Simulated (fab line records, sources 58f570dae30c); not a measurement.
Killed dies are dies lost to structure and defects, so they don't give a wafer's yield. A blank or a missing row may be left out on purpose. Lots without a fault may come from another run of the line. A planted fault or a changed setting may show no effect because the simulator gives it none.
A sampling plan put to the test | flow berkeley_cmos170 | one fab line, 10 faults that these records tell of, each judged on the records of the lots that it struck
The plan is the line's own looks: the steps of the route at which a gauge or an inspection reads the wafer and doesn't change it. A look can be judged if struck wafers have a number there and the file gives its usual mean and standard deviation on fault-free wafers. Caught: at a look after the fault's first step, the mean of the struck wafers lies 4 or more of those standard deviations (sigma) from the usual mean. On the tool: the same test on the tool's own readings at the fault's steps. Another recipe on the struck wafers, or a record that is blank for them alone, also counts as caught.

THE FAULTS, as the simulator had put them in
1. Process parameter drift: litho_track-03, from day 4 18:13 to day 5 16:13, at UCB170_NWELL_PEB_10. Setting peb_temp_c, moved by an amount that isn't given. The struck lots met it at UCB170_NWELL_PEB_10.
2. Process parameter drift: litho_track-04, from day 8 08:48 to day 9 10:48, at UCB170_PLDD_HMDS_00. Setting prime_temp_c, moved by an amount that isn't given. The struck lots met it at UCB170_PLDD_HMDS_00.
3. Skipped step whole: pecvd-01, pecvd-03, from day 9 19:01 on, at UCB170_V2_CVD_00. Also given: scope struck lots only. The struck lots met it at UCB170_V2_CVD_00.
4. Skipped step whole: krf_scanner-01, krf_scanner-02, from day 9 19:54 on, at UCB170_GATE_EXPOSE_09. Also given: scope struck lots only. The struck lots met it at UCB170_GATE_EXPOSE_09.
5. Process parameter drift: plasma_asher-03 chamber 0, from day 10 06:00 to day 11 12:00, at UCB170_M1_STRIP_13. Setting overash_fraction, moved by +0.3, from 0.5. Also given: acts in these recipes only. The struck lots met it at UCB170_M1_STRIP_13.
6. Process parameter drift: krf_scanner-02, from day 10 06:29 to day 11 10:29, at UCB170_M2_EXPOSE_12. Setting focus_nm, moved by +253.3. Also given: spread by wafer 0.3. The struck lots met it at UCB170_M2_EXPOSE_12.
7. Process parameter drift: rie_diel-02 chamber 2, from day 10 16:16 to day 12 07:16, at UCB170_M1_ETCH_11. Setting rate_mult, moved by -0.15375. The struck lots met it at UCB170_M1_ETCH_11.
8. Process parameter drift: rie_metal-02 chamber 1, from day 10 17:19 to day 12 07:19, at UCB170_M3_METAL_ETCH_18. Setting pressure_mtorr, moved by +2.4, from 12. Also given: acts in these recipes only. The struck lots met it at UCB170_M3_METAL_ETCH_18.
9. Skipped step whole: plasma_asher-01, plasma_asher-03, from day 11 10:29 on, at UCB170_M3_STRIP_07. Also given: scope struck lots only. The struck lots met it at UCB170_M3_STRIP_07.
10. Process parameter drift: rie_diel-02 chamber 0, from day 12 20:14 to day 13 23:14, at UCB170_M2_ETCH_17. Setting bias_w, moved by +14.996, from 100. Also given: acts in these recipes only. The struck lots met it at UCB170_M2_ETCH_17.

WHAT THE PLAN SAW
fault | on the tool itself                               | first look that catches it                   | reading, sigma | median hours from its first step to that look | hours from the fault's start to the first struck lot there | judged looks passed uncaught
1     | heater_power_total_W -99 or beyond sigma         | no look after it can be judged               | -              | -                                             | -                                                          | 0
2     | prime_temp_c -11 sigma                           | no look after it can be judged               | -              | -                                             | -                                                          | 0
3     | the tool's record is blank for the struck wafers | no look after it can be judged               | -              | -                                             | -                                                          | 0
4     | no reading that can be judged                    | no look after it can be judged               | -              | -                                             | -                                                          | 0
5     | oes_product_au -18 sigma                         | not the one look that can be judged after it | -              | -                                             | -                                                          | 1
6     | exposure_dose_mJ_cm2 -6.4 sigma                  | no look after it can be judged               | -              | -                                             | -                                                          | 0
7     | only faintly: oes_product_au -3.5 sigma          | not the one look that can be judged after it | -              | -                                             | -                                                          | 1
8     | chamber_pressure_mTorr +99 or beyond sigma       | no look after it can be judged               | -              | -                                             | -                                                          | 0
9     | the tool's record is blank for the struck wafers | no look after it can be judged               | -              | -                                             | -                                                          | 0
10    | bias_w +43 sigma                                 | no look after it can be judged               | -              | -                                             | -                                                          | 0
A dash: the fault isn't caught, or these records don't give the number.

Caught at a look: 0 of 10. Caught on the tool: 8 of 10. By one or the other: 8 of 10.
Caught on the tool alone: faults 1, 2, 3, 5, 6, 8, 9, 10.
Caught by neither: faults 4, 7.
